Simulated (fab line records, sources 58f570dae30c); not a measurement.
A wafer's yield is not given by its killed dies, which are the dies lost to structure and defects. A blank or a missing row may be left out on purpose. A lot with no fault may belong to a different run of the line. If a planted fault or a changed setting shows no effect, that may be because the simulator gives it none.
Problem report in the 8D (eight disciplines) form, filled by code | flow berkeley-cmos170 | the parts of the form that need people (team, actions taken, sign-off) are left out

1. THE PROBLEM
At UCB170_M1_ANNEAL_14, tube-center-temp-C averages 480 C over 9 wafers from 3 lots, while fault-free wafers read 400 C, standard deviation 0.03. That is +99 or more standard deviations from the usual mean.
The step: time 1200 s.
First seen on wafer L142.1, day 12 14:53, on furnace-03. The record has a number at this step for 21 wafers belonging to 7 lots. The rule behind "out" and "out of limits": a value lying over 4 standard deviations away from the usual mean. The other wafers with a number count as sound.

2. WHAT IT IS AND WHAT IT IS NOT
question                    | is                                                                                                                                                                   | is not
which readings at this step | tube-center-temp-C, spike-tc-centre-C, spike-tc-load-C, spike-tc-source-C, tube_center_temp_C_max, zone-power-centre-pct, zone-power-load-pct, zone-power-source-pct | -
which lots                  | L142, L144, L145                                                                                                                                                     | L127, L133, L134, L135
which wafers of those lots  | all that have a number                                                                                                                                               | -
read on which tools         | furnace-03                                                                                                                                                           | -
when                        | from day 12 14:53                                                                                                                                                    | up to then (12 sound wafers)

3. WHAT RULES OUT EACH SUSPECT
Counting: a tool at a process step up to the reading stays a suspect if it ran every lot that is out and no sound lot after the first of them.
- furnace-03 at UCB170_M1_ANNEAL_14 (time 1200 s): kept. It processed each lot that is out, first L142 at day 12 14:53, and no sound lot thereafter; up to then, the last sound lot it processed was L135 at day 10 16:17. Out on those wafers are its own readings of spike-tc-centre-C, spike-tc-load-C, spike-tc-source-C, tube-center-temp-C, tube_center_temp_C_max, zone-power-centre-pct, zone-power-load-pct, zone-power-source-pct.
The count leaves furnace-03 at UCB170_M1_ANNEAL_14.

4. THE CAUSE (what the simulator had put in)
Process parameters drifting: furnace-03 at UCB170_M1_ANNEAL_14, beginning at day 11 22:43. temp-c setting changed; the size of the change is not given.
The count eliminated every tool but this one.

5. THE CHAIN OF EFFECTS, in route order
Each row: a reading where the mean over the struck wafers with a number is more than 3 standard deviations away from the usual. Only readings for which the record gives a usual standard deviation are gone through. hours: the time from each lot's start at the first step in this table that gives one to its start at this step, as a median over the lots. sigmas: the change in usual standard deviations.
hours | step                | reading                | usual   | on struck wafers | change | sigmas
0     | UCB170_M1_ANNEAL_14 | spike-tc-centre-C      | 402.0 C | 481.9            | +79.9  | +73
0     | UCB170_M1_ANNEAL_14 | spike-tc-load-C        | 418.5 C | 500.1            | +81.6  | +82
0     | UCB170_M1_ANNEAL_14 | spike-tc-source-C      | 418.7 C | 500.1            | +81.4  | +74
0     | UCB170_M1_ANNEAL_14 | tube-center-temp-C     | 400 C   | 480              | +80    | +99 or more
0     | UCB170_M1_ANNEAL_14 | tube_center_temp_C_max | 401.03  | 481.07           | +80.04 | +99 or more
0     | UCB170_M1_ANNEAL_14 | zone-power-centre-pct  | 15.93 % | 19.52            | +3.59  | +26
0     | UCB170_M1_ANNEAL_14 | zone-power-load-pct    | 5.14 %  | 7.03             | +1.89  | +37
0     | UCB170_M1_ANNEAL_14 | zone-power-source-pct  | 4.89 %  | 6.63             | +1.74  | +34
Process steps it contains:
- UCB170_M1_ANNEAL_14: time 1200 s.

6. WHAT WOULD HAVE CAUGHT IT SOONER
The fault began at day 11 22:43; the first out-of-limits reading in this record came at day 12 14:53, 16 hours later.
